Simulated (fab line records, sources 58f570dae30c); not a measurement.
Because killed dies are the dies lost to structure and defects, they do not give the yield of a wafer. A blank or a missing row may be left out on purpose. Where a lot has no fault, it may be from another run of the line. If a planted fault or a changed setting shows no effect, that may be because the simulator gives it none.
The tool behind it: which one? / flow berkeley-cmos170 / 14 lots, 42 wafers sampled, at 4 steps of a route of 331

== WHAT EACH GAUGE READ, for each wafer ==
UCB170_NSD_OVL_MEAS_07. Usual: NSD_OVL typically reads 1 nm, with standard deviation 5.3.
lot=L167; measured=day 7 05:53; on=overlay-02; NSD_OVL (nm)=4 7 4; flag=
lot=L171; measured=day 8 05:13; on=overlay-01; NSD_OVL (nm)=-5 -7 6; flag=
lot=L173; measured=day 8 05:56; on=overlay-01; NSD_OVL (nm)=-1 5 2; flag=
lot=L176; measured=day 9 02:07; on=overlay-02; NSD_OVL (nm)=4 10 8; flag=
lot=L175; measured=day 9 02:35; on=overlay-02; NSD_OVL (nm)=3 3 8; flag=
lot=L179; measured=day 9 19:37; on=overlay-02; NSD_OVL (nm)=-3 4 0; flag=
lot=L177; measured=day 9 19:53; on=overlay-01; NSD_OVL (nm)=1 6 -3; flag=
lot=L178; measured=day 9 20:23; on=overlay-02; NSD_OVL (nm)=-3 2 5; flag=
lot=L180; measured=day 9 20:37; on=overlay-01; NSD_OVL (nm)=14 7 12; flag=
lot=L182; measured=day 10 07:45; on=overlay-02; NSD_OVL (nm)=1 -4 -2; flag=
lot=L185; measured=day 10 14:54; on=overlay-01; NSD_OVL (nm)=1 3 1; flag=
lot=L186; measured=day 11 08:38; on=overlay-01; NSD_OVL (nm)=-1 1 -3; flag=
lot=L187; measured=day 11 08:05; on=overlay-01; NSD_OVL (nm)=-9 3 -4; flag=
lot=L188; measured=day 11 08:20; on=overlay-02; NSD_OVL (nm)=-2 0 4; flag=

UCB170_V2_CD_MEAS_12: the cd target is 700 nm. Usual: cd-nm reads 700.7 nm (standard deviation 1.2).
lot=L167; measured=day 8 04:27; on=cd-sem-01; cd-nm (nm)=700.9 701.8 700.5; flag=
lot=L171; measured=day 9 02:44; on=cd-sem-02; cd-nm (nm)=698.2 698.6 698.5; flag=
lot=L173; measured=day 9 05:34; on=cd-sem-02; cd-nm (nm)=701.2 701.7 700.9; flag=
lot=L176; measured=day 10 07:01; on=cd-sem-01; cd-nm (nm)=702.3 702.2 701.6; flag=
lot=L175; measured=day 10 06:55; on=cd-sem-01; cd-nm (nm)=702.3 700.5 699.5; flag=
lot=L179; measured=day 11 00:32; on=cd-sem-01; cd-nm (nm)=700.4 702.1 700.9; flag=
lot=L177; measured=day 11 01:34; on=cd-sem-02; cd-nm (nm)=701.1 700.9 700.4; flag=
lot=L178; measured=day 11 02:12; on=cd-sem-01; cd-nm (nm)=700.2 700.1 699.3; flag=
lot=L180; measured=day 11 01:40; on=cd-sem-01; cd-nm (nm)=698.6 699.4 700.0; flag=
lot=L182; measured=day 11 08:26; on=cd-sem-01; cd-nm (nm)=699.4 698.0 699.2; flag=
lot=L185; measured=day 11 16:35; on=cd-sem-02; cd-nm (nm)=699.0 699.4 700.9; flag=
lot=L186; measured=day 12 05:28; on=cd-sem-02; cd-nm (nm)=703.4 701.5 701.8; flag=
lot=L187; measured=day 12 06:37; on=cd-sem-02; cd-nm (nm)=699.7 700.8 699.5; flag=
lot=L188; measured=day 12 05:53; on=cd-sem-02; cd-nm (nm)=699.8 700.7 700.6; flag=

== WHAT TOOL EACH LOT RAN ON (gives the tool, then ch and the chambers of the sampled wafers, and finally the start) ==
lot=L167; UCB170_NLDD_STRIP_10=plasma-asher-03 ch 0,1, day 6 21:37; UCB170_M2_METAL_ETCH_18=rie-metal-01 ch 0,1, day 8 02:09
lot=L171; UCB170_NLDD_STRIP_10=plasma-asher-02 ch 0,1, day 7 21:40; UCB170_M2_METAL_ETCH_18=rie-metal-04 ch 0,1, day 8 22:16
lot=L173; UCB170_NLDD_STRIP_10=plasma-asher-03 ch 0,1, day 7 23:48; UCB170_M2_METAL_ETCH_18=rie-metal-01 ch 0,1, day 9 03:11
lot=L176; UCB170_NLDD_STRIP_10=plasma-asher-01 ch 0, day 8 18:30; UCB170_M2_METAL_ETCH_18=rie-metal-01 ch 0,1, day 10 03:22
lot=L175; UCB170_NLDD_STRIP_10=plasma-asher-02 ch 0,1, day 8 18:59; UCB170_M2_METAL_ETCH_18=rie-metal-04 ch 0,1, day 10 03:20
lot=L179; UCB170_NLDD_STRIP_10=plasma-asher-01 ch 0,1, day 9 09:05; UCB170_M2_METAL_ETCH_18=rie-metal-04 ch 0,1, day 10 22:07
lot=L177; UCB170_NLDD_STRIP_10=plasma-asher-03 ch 0,1, day 9 09:45; UCB170_M2_METAL_ETCH_18=rie-metal-03 ch 0,1, day 10 22:18
lot=L178; UCB170_NLDD_STRIP_10=plasma-asher-01 ch 0,1, day 9 10:04; UCB170_M2_METAL_ETCH_18=rie-metal-04 ch 0,1, day 10 23:13
lot=L180; UCB170_NLDD_STRIP_10=plasma-asher-03 ch 0,1, day 9 10:10; UCB170_M2_METAL_ETCH_18=rie-metal-01 ch 0,1, day 10 22:41
lot=L182; UCB170_NLDD_STRIP_10=plasma-asher-01 ch 0,1, day 9 23:25; UCB170_M2_METAL_ETCH_18=rie-metal-03 ch 0,1, day 11 04:32
lot=L185; UCB170_NLDD_STRIP_10=plasma-asher-03 ch 0,1, day 10 07:10; UCB170_M2_METAL_ETCH_18=rie-metal-01 ch 0,1, day 11 13:10
lot=L186; UCB170_NLDD_STRIP_10=plasma-asher-02 ch 0,1, day 10 21:13; UCB170_M2_METAL_ETCH_18=rie-metal-03 ch 0,1, day 12 02:52
lot=L187; UCB170_NLDD_STRIP_10=plasma-asher-02 ch 0,1, day 10 21:47; UCB170_M2_METAL_ETCH_18=rie-metal-01 ch 0,1, day 12 03:58
lot=L188; UCB170_NLDD_STRIP_10=plasma-asher-01 ch 0,1, day 10 23:29; UCB170_M2_METAL_ETCH_18=rie-metal-04 ch 0,1, day 12 03:46
- UCB170_NLDD_STRIP_10: strips in O2.
- UCB170_M2_METAL_ETCH_18: etches Al in Cl2/BCl3, stops on SiO2, target depth 1170 nm, time 195 s.

== WHAT THE TOOLS THEMSELVES READ (means of the sampled wafers that have a number; where no wafer has one, the mark that the record gives instead) ==
UCB170_NLDD_STRIP_10. Usual: drypump-motor-current-A 5.42 A, standard deviation 0.25; o2-flow-sccm 400.1 sccm, standard deviation 1.2; oes-product-au 0.735 a.u., standard deviation 0.0045; strip-time-to-endpoint-s 21.61 s, standard deviation 0.068.
lot=L167; tool=plasma-asher-03; drypump-motor-current-A (A)=5.52; o2-flow-sccm (sccm)=402.5; oes-product-au (a.u.)=0.730; strip-time-to-endpoint-s (s)=21.61; flag=
lot=L171; tool=plasma-asher-02; drypump-motor-current-A (A)=5.48; o2-flow-sccm (sccm)=399.8; oes-product-au (a.u.)=0.735; strip-time-to-endpoint-s (s)=21.55; flag=
lot=L173; tool=plasma-asher-03; drypump-motor-current-A (A)=5.56; o2-flow-sccm (sccm)=399.6; oes-product-au (a.u.)=0.740; strip-time-to-endpoint-s (s)=21.53; flag=
lot=L176; tool=plasma-asher-01; drypump-motor-current-A (A)=5.16; o2-flow-sccm (sccm)=400.9; oes-product-au (a.u.)=0.738; strip-time-to-endpoint-s (s)=21.65; flag=
lot=L175; tool=plasma-asher-02; drypump-motor-current-A (A)=5.46; o2-flow-sccm (sccm)=401.0; oes-product-au (a.u.)=0.739; strip-time-to-endpoint-s (s)=21.58; flag=
lot=L179; tool=plasma-asher-01; drypump-motor-current-A (A)=5.42; o2-flow-sccm (sccm)=400.6; oes-product-au (a.u.)=0.737; strip-time-to-endpoint-s (s)=21.61; flag=
lot=L177; tool=plasma-asher-03; drypump-motor-current-A (A)=5.56; o2-flow-sccm (sccm)=400.9; oes-product-au (a.u.)=0.737; strip-time-to-endpoint-s (s)=21.57; flag=
lot=L178; tool=plasma-asher-01; drypump-motor-current-A (A)=5.31; o2-flow-sccm (sccm)=399.9; oes-product-au (a.u.)=0.735; strip-time-to-endpoint-s (s)=21.52; flag=
lot=L180; tool=plasma-asher-03; drypump-motor-current-A (A)=5.57; o2-flow-sccm (sccm)=399.2; oes-product-au (a.u.)=0.732; strip-time-to-endpoint-s (s)=21.70; flag=
lot=L182; tool=plasma-asher-01; drypump-motor-current-A (A)=5.46; o2-flow-sccm (sccm)=400.4; oes-product-au (a.u.)=0.737; strip-time-to-endpoint-s (s)=21.71; flag=
lot=L185; tool=plasma-asher-03; drypump-motor-current-A (A)=5.56; o2-flow-sccm (sccm)=399.6; oes-product-au (a.u.)=0.734; strip-time-to-endpoint-s (s)=21.79; flag=
lot=L186; tool=plasma-asher-02; drypump-motor-current-A (A)=5.46; o2-flow-sccm (sccm)=399.3; oes-product-au (a.u.)=0.737; strip-time-to-endpoint-s (s)=21.55; flag=
lot=L187; tool=plasma-asher-02; drypump-motor-current-A (A)=5.23; o2-flow-sccm (sccm)=399.3; oes-product-au (a.u.)=0.737; strip-time-to-endpoint-s (s)=21.68; flag=
lot=L188; tool=plasma-asher-01; drypump-motor-current-A (A)=5.30; o2-flow-sccm (sccm)=401.4; oes-product-au (a.u.)=0.736; strip-time-to-endpoint-s (s)=21.56; flag=

UCB170_M2_METAL_ETCH_18. Usual: drypump-motor-current-A 5.7 A, standard deviation 0.47; oes-product-au 0.855 a.u., standard deviation 0.017; throttle-valve-pct 24.43 %, standard deviation 0.17.
lot=L167; tool=rie-metal-01; drypump-motor-current-A (A)=5.8; oes-product-au (a.u.)=0.851; throttle-valve-pct (%)=24.19; flag=
lot=L171; tool=rie-metal-04; drypump-motor-current-A (A)=6.0; oes-product-au (a.u.)=0.866; throttle-valve-pct (%)=24.50; flag=
lot=L173; tool=rie-metal-01; drypump-motor-current-A (A)=5.8; oes-product-au (a.u.)=0.859; throttle-valve-pct (%)=24.26; flag=
lot=L176; tool=rie-metal-01; drypump-motor-current-A (A)=5.9; oes-product-au (a.u.)=0.858; throttle-valve-pct (%)=24.19; flag=
lot=L175; tool=rie-metal-04; drypump-motor-current-A (A)=6.0; oes-product-au (a.u.)=0.845; throttle-valve-pct (%)=24.52; flag=
lot=L179; tool=rie-metal-04; drypump-motor-current-A (A)=5.9; oes-product-au (a.u.)=0.856; throttle-valve-pct (%)=24.53; flag=
lot=L177; tool=rie-metal-03; drypump-motor-current-A (A)=5.3; oes-product-au (a.u.)=0.862; throttle-valve-pct (%)=24.50; flag=
lot=L178; tool=rie-metal-04; drypump-motor-current-A (A)=6.0; oes-product-au (a.u.)=0.857; throttle-valve-pct (%)=24.51; flag=
lot=L180; tool=rie-metal-01; drypump-motor-current-A (A)=5.8; oes-product-au (a.u.)=0.854; throttle-valve-pct (%)=24.27; flag=
lot=L182; tool=rie-metal-03; drypump-motor-current-A (A)=5.4; oes-product-au (a.u.)=0.856; throttle-valve-pct (%)=24.51; flag=
lot=L185; tool=rie-metal-01; drypump-motor-current-A (A)=5.9; oes-product-au (a.u.)=0.856; throttle-valve-pct (%)=24.19; flag=
lot=L186; tool=rie-metal-03; drypump-motor-current-A (A)=5.4; oes-product-au (a.u.)=0.857; throttle-valve-pct (%)=24.51; flag=
lot=L187; tool=rie-metal-01; drypump-motor-current-A (A)=5.8; oes-product-au (a.u.)=0.856; throttle-valve-pct (%)=24.18; flag=
lot=L188; tool=rie-metal-04; drypump-motor-current-A (A)=6.0; oes-product-au (a.u.)=0.859; throttle-valve-pct (%)=24.51; flag=

== THE ANSWER, worked out from the rows above alone ==
Rule: lot off if the mean of its wafers having a number is beyond 3 standard deviations from the usual mean. A lot without any number at a reading at which 4 lots or more have one is off too. The other lots that the step has rows for count as sound. The gauges are gone through in route order, then the tools' own readings, and for those a lot's mean is taken as printed above. At the first step where some lot is off, the reading lying furthest off is the one used; lots without a number count as furthest.
No lot is off on any of the readings shown, so nothing can be concluded from this.

== WHAT THE SIMULATOR HAD PUT IN ==
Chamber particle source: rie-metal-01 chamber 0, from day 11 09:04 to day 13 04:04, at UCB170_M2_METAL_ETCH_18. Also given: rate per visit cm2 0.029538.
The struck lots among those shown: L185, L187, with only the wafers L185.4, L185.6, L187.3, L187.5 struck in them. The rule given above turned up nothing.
